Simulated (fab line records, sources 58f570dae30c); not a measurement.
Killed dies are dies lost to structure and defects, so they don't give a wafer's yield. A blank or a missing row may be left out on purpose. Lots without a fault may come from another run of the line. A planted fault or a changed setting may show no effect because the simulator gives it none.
Split-lot experiment | flow berkeley_cmos170 | 5 lots, 23 wafers read, on a route of 331 steps

THE SPLIT
At UCB170_M2_PEB_13, the setting peb_temp_c was moved away from the recipe's 130 C on 9 of the 23 wafers read, by -2.7% to +2.2%. The other wafers ran this setting at the recipe's value.

FROM THE SPLIT TO THE READING: what the file shows between them, 5 steps
- UCB170_M2_DEVELOP_14: develop time 45 s
- UCB170_M2_CD_MEAS_15: target cd 700 nm
- UCB170_M2_ETCH_17: etches BARC in N2/H2
- UCB170_M2_METAL_ETCH_18: etches Al in Cl2/BCl3, stops on SiO2, target depth 1170 nm, time 195 s
- UCB170_M2_STRIP_19: strips in O2

THE READING
cd_nm, in nm, at UCB170_M2_CD_MEAS_90 (target cd 700 nm). Fault-free wafers of this fab line usually give 699 nm, standard deviation 3.1 nm.

wafer  | tool, chamber at the split | peb_temp_c as run, C | against the recipe | cd_nm, nm | against lot-mates on the recipe
L075.2 | litho_track-01, 0          | 130                  | recipe             | 693       | -
L075.3 | litho_track-01, 0          | 128.4                | -1.2%              | 711       | +15
L075.4 | litho_track-01, 0          | 130                  | recipe             | 697       | -
L075.5 | litho_track-01, 0          | 128.4                | -1.2%              | 706       | +10
L075.6 | litho_track-01, 0          | 130                  | recipe             | 698       | -
L078.2 | litho_track-01, 0          | 132.8                | +2.2%              | 679       | -19
L078.3 | litho_track-01, 0          | 130                  | recipe             | 695       | -
L078.4 | litho_track-01, 0          | 132.8                | +2.2%              | 685       | -13
L078.5 | litho_track-01, 0          | 130                  | recipe             | 701       | -
L078.6 | litho_track-01, 0          | 130                  | recipe             | 698       | -
L077.1 | litho_track-01, 0          | 126.5                | -2.7%              | 727       | +27
L077.2 | litho_track-01, 0          | 126.5                | -2.7%              | 728       | +28
L077.3 | litho_track-01, 0          | 130                  | recipe             | 701       | -
L077.4 | litho_track-01, 0          | 130                  | recipe             | 698       | -
L077.6 | litho_track-01, 0          | 130                  | recipe             | 700       | -
L082.3 | litho_track-04, 0          | 130                  | recipe             | 698       | -
L082.5 | litho_track-04, 0          | 130                  | recipe             | 695       | -
L082.6 | litho_track-04, 0          | 130                  | recipe             | 702       | -
L080.1 | litho_track-02, 0          | 127.3                | -2.1%              | 717       | +18
L080.2 | litho_track-02, 0          | 127.3                | -2.1%              | 722       | +24
L080.3 | litho_track-02, 0          | 130                  | recipe             | 695       | -
L080.4 | litho_track-02, 0          | 127.3                | -2.1%              | 721       | +22
L080.6 | litho_track-02, 0          | 130                  | recipe             | 702       | -

THE FIT
A straight line over all 23 wafers: cd_nm changes by -9.6 nm for each +1% of peb_temp_c; r = -0.97; the points scatter about the line by 3.2 nm.
The same after taking each lot's own level away (the mean of its wafers on the recipe; 23 wafers): -9.42 nm for each +1%; r = -0.97; scatter 2.9 nm.
On that fit, the largest move of peb_temp_c shifts the reading by 25 nm.
The lots' own levels span 696.0 to 699.7 nm, that is 1.2 times the standard deviation above.
So the lot-to-lot level changes the slope little: the two slopes agree.
Check: with one of the wafers moved furthest among these (-2.7%) left out of the fit, the line predicts +26 nm for it against its lot-mates. It came out at +27.3 nm against them.

THE WHOLE CHAIN: every reading that the file lists as answering this split, in the file's order
step                    | what it does                                                           | reading                                                   | change (the file's fit)              | r (the file's)
UCB170_M2_CD_MEAS_15    | target cd 700 nm                                                       | cd_nm                                                     | -9.26 nm for each +1% of the setting | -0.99
UCB170_M2_ETCH_17       | etches BARC in N2/H2                                                   | M2.cd_nm (the simulator's own value, which no gauge read) | -9.66 nm for each +1% of the setting | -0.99
UCB170_M2_METAL_ETCH_18 | etches Al in Cl2/BCl3, stops on SiO2, target depth 1170 nm, time 195 s | M2.cd_nm (the simulator's own value, which no gauge read) | -9.51 nm for each +1% of the setting | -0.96
UCB170_M2_CD_MEAS_90    | target cd 700 nm                                                       | cd_nm                                                     | -9.47 nm for each +1% of the setting | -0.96

THE FILE'S OWN FIT
cd_nm changes by -9.47 nm for each +1% of peb_temp_c, r = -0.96.
